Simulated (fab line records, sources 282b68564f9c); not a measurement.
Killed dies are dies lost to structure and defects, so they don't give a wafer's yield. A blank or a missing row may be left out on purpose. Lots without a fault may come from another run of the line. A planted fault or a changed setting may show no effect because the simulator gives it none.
A struck lot beside a sound one | flow rit_cmos | 34 steps out of a route of 202
Sound: wafers L480.1, L480.2, L480.6. Struck: wafers L492.1, L492.4, L492.6. The cause comes at the end.
At each step with rows: each side's tool, then ch and its chambers, then its first start. Under that, the readings that differ: sound wafers | struck wafers | difference of the means | sigmas: that difference in standard deviations of wafers without a fault.
alike: readings whose means differ by less than 2 such deviations, and words and numbers that are the same on both sides. not compared: withheld readings, readings that some wafer has no value for, bounds like >300 that may hide the same value, and numbers for which the record gives no deviation and whose values overlap.
The two part at a step that has a row with sigmas, a row that says differs or no value, or rows on one side only. Numbers that don't overlap but have no deviation are shown without sigmas and don't part them. A reading that every wafer of one side lacks parts them only if that side has two wafers or more.

first, 2 steps without rows for these wafers: RIT_SPACER_CLEAN_02 (cleans in SC2, time 600 s); RIT_SPACER_CVD_03 (deposits Si3N4 from SiH2Cl2/NH3, target thk 250 nm, time 3300 s).
RIT_SPACER_THK_MEAS_04:
  sound on film_metro-04, day 3 07:24; struck on film_metro-01, day 5 21:44
  alike: SPACER_NITRIDE_THK
RIT_SPACER_ETCHBACK_05: etches Si3N4 in SF6/CHF3, stops on SiO2, target depth 250 nm, time 240 s.
  sound on rie_diel-04 ch 2,3, day 3 07:28; struck on rie_diel-04 ch 0,1,2, day 5 21:48
  alike: drypump_motor_current_A, oes_product_au, throttle_valve_pct
  not compared: rf_hours_counter_h
then, 6 steps without rows for these wafers: RIT_NSD_HMDS_00 (prime time 60 s); RIT_NSD_COAT_01 (resist thk 1000 nm); RIT_NSD_SOFTBAKE_02 (time 60 s); RIT_NSD_EXPOSE_03 (exposes mask M9, target cd 40700 nm); RIT_NSD_PEB_04; RIT_NSD_DEVELOP_05 (develop time 50 s).
RIT_NSD_OVL_MEAS_06:
  sound on overlay-01, day 3 08:29; struck on overlay-02, day 5 22:56
  alike: NSD_OVL
then, 1 step without rows for these wafers: RIT_NSD_HARDBAKE_07 (time 60 s).
RIT_NSD_IMPLANT_08:
  sound on implanter-02 ch 0, day 3 08:40; struck on implanter-03 ch 0, day 5 23:07
  reading            | sound             | struck              | difference | sigmas
  tilt_deg (degrees) | 7.022 7.029 7.012 | 0.005 -0.007 -0.022 | -7.029     | -99 or more
  alike: faraday_current_uA
RIT_NSD_STRIP_09: strips in O2, time 180 s.
  sound on plasma_asher-01 ch 0,1, day 3 08:49; struck on plasma_asher-02 ch 0,1, day 5 23:16
  alike: drypump_motor_current_A
  not compared: rf_hours_counter_h
RIT_NSD_TW_MEAS_10:
  sound on film_metro-01, day 3 08:59; struck on film_metro-02, day 5 23:26
  reading | sound          | struck         | difference | sigmas
  NSD_TW  | 3088 3094 3099 | 2842 2837 2854 | -249       | -17
then, 6 steps without rows for these wafers: RIT_PSD_HMDS_00 (prime time 60 s); RIT_PSD_COAT_01 (resist thk 1000 nm); RIT_PSD_SOFTBAKE_02 (time 60 s); RIT_PSD_EXPOSE_03 (exposes mask M10, target cd 40900 nm); RIT_PSD_PEB_04; RIT_PSD_DEVELOP_05 (develop time 50 s).
RIT_PSD_OVL_MEAS_06:
  sound on overlay-02, day 3 09:54; struck on overlay-02, day 6 00:29
  alike: PSD_OVL
then, 2 steps without rows for these wafers: RIT_PSD_HARDBAKE_07 (time 60 s); RIT_PSD_IMPLANT_08.
RIT_PSD_STRIP_09: strips in O2, time 180 s.
  sound on plasma_asher-04 ch 0,1, day 3 10:14; struck on plasma_asher-02 ch 0,1, day 6 00:49
  alike: drypump_motor_current_A
  not compared: rf_hours_counter_h
RIT_PSD_TW_MEAS_10:
  sound on film_metro-02, day 3 10:25; struck on film_metro-02, day 6 00:59
  alike: PSD_TW
then, 3 steps without rows for these wafers: RIT_SDANNEAL_CLEAN_00 (cleans in SC1, time 600 s); RIT_SDANNEAL_CLEAN_01 (cleans in dHF, time 30 s); RIT_SDANNEAL_CLEAN_02 (cleans in SC2, time 600 s).
RIT_SDANNEAL_RTA_03: time 5 s.
  sound on rtp_anneal-01 ch 0, day 3 10:50; struck on rtp_anneal-02 ch 0, day 6 01:26
  alike: wafer_temp_C_max
RIT_SDANNEAL_RS_MEAS_04: measures by four-point-probe.
  sound on film_metro-02, day 3 10:54; struck on film_metro-04, day 6 01:29
  alike: PSD_RS
RIT_SDANNEAL_RS_MEAS_05: measures by four-point-probe.
  sound on film_metro-02, day 3 11:01; struck on film_metro-04, day 6 01:37
  reading         | sound             | struck            | difference | sigmas
  NSD_RS (ohm/sq) | 85.27 84.99 84.87 | 81.31 81.20 81.03 | -3.86      | -14
RIT_SDANNEAL_RS_MEAS_06: measures by four-point-probe.
  sound on film_metro-02, day 3 11:08; struck on film_metro-04, day 6 01:44
  alike: PLDD_RS
RIT_M1_PROBE_99:
  sound on prober-01, day 3 18:08; struck on prober-01, day 6 09:02
  reading                                       | sound                | struck               | difference | sigmas
  model.etest.pwell_pinched.rs_ohm_sq           | 476.8 468 468.5      | 557.2 563.6 559.3    | +88.9      |
  model.etest.contact_nplus.end_ohm_um          | 42.48 42.05 43.08    | 45.53 44.61 45.62    | +2.72      |
  model.etest.diode_nplus_pwell.bv_v (V)        | 5.945 5.997 5.988    | 7.889 7.775 7.969    | +1.901     |
  model.etest.diode_nplus_pwell.cj_ff_um2       | 2.067 2.064 2.061    | 1.552 1.567 1.56     | -0.504     |
  model.etest.nmos_0p3.bv_v (V)                 | 5.499 5.504 5.506    | 5.982 5.954 6.052    | +0.493     |
  model.etest.nmos_0p15.bv_v (V)                | 5.499 5.504 5.506    | 5.982 5.954 6.051    | +0.493     |
  model.etest.nmos_0p15.junction_log10_a_um     | -13.42 -13.58 -13.55 | -13.86 -13.91 -13.78 | -0.33      |
  model.etest.diode_nplus_comb.leak_log10_a_cm2 | -5.088 -5.113 -4.905 | -5.19 -5.469 -5.262  | -0.27      |
  alike: killed_at_contacts, killed_at_front_end, killed_dies, killed_open, killed_short

WHERE THEY PART
First at RIT_NSD_IMPLANT_08; last, within this record, at RIT_SDANNEAL_RS_MEAS_05. Later steps at which nothing parts them and some readings are alike: RIT_SDANNEAL_RS_MEAS_06, RIT_M1_PROBE_99.

WHY: what the simulator had put in
Process parameter drift: implanter-03, from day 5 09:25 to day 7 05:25, at RIT_NSD_IMPLANT_08. Setting tilt_deg, moved by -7, from 7. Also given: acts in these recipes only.
